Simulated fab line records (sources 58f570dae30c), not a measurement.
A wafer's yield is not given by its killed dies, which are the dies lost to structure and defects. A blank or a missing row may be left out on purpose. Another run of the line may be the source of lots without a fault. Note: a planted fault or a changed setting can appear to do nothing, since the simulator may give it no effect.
Matching of chambers / flow berkeley-cmos170 / 4 sister chambers for UCB170_CONTACT_ETCH_17 on rie-diel-01
The step etches BARC in N2/H2. 8 wafers are shown with their chamber, then 7 later ones without.

EACH WAFER AND ITS CHAMBER
wafer=L151.3; chamber=1; drypump-motor-current-A (A)=6.0; throttle-valve-pct (%)=13.57
wafer=L157.4; chamber=3; drypump-motor-current-A (A)=6.2; throttle-valve-pct (%)=13.10
wafer=L157.5; chamber=1; drypump-motor-current-A (A)=6.1; throttle-valve-pct (%)=13.54
wafer=L157.6; chamber=0; drypump-motor-current-A (A)=6.4; throttle-valve-pct (%)=13.26
wafer=L167.2; chamber=0; drypump-motor-current-A (A)=6.4; throttle-valve-pct (%)=13.25
wafer=L167.6; chamber=2; drypump-motor-current-A (A)=5.4; throttle-valve-pct (%)=13.31
wafer=L168.2; chamber=3; drypump-motor-current-A (A)=6.2; throttle-valve-pct (%)=13.10
wafer=L168.3; chamber=2; drypump-motor-current-A (A)=5.4; throttle-valve-pct (%)=13.32

WAFERS WHOSE CHAMBER IS MISSING
wafer=L168.4; drypump-motor-current-A (A)=6.4; throttle-valve-pct (%)=13.25
wafer=L165.1; drypump-motor-current-A (A)=5.4; throttle-valve-pct (%)=13.31
wafer=L165.3; drypump-motor-current-A (A)=6.0; throttle-valve-pct (%)=13.54
wafer=L165.4; drypump-motor-current-A (A)=6.2; throttle-valve-pct (%)=13.10
wafer=L170.2; drypump-motor-current-A (A)=6.2; throttle-valve-pct (%)=13.10
wafer=L170.4; drypump-motor-current-A (A)=5.4; throttle-valve-pct (%)=13.31
wafer=L170.5; drypump-motor-current-A (A)=5.4; throttle-valve-pct (%)=13.31

WHICH CHAMBER EACH ONE RAN IN
wafer=L168.4; from the rows above=0; in truth=0
wafer=L165.1; from the rows above=2; in truth=2
wafer=L165.3; from the rows above=1; in truth=1
wafer=L165.4; from the rows above=3; in truth=3
wafer=L170.2; from the rows above=3; in truth=3
wafer=L170.4; from the rows above=2; in truth=2
wafer=L170.5; from the rows above=2; in truth=2
Correct placement for 7 of the 7. From these rows, 0 cannot be placed. 0 placed wrongly.
How it was worked out, from the rows above alone: a wafer's distance from a chamber is the root of the sum, over the readings, of the square of ((its reading less the chamber's mean) divided by the reading's scatter). If the next closest chamber is less than 2 further off than the closest, the wafer can't be placed; otherwise it belongs to the closest. A chamber's mean is the mean of its shown wafers. The scatter: the root of (the sum of the squares of (reading less its chamber's mean) over the shown wafers, divided by (wafers less chambers)).
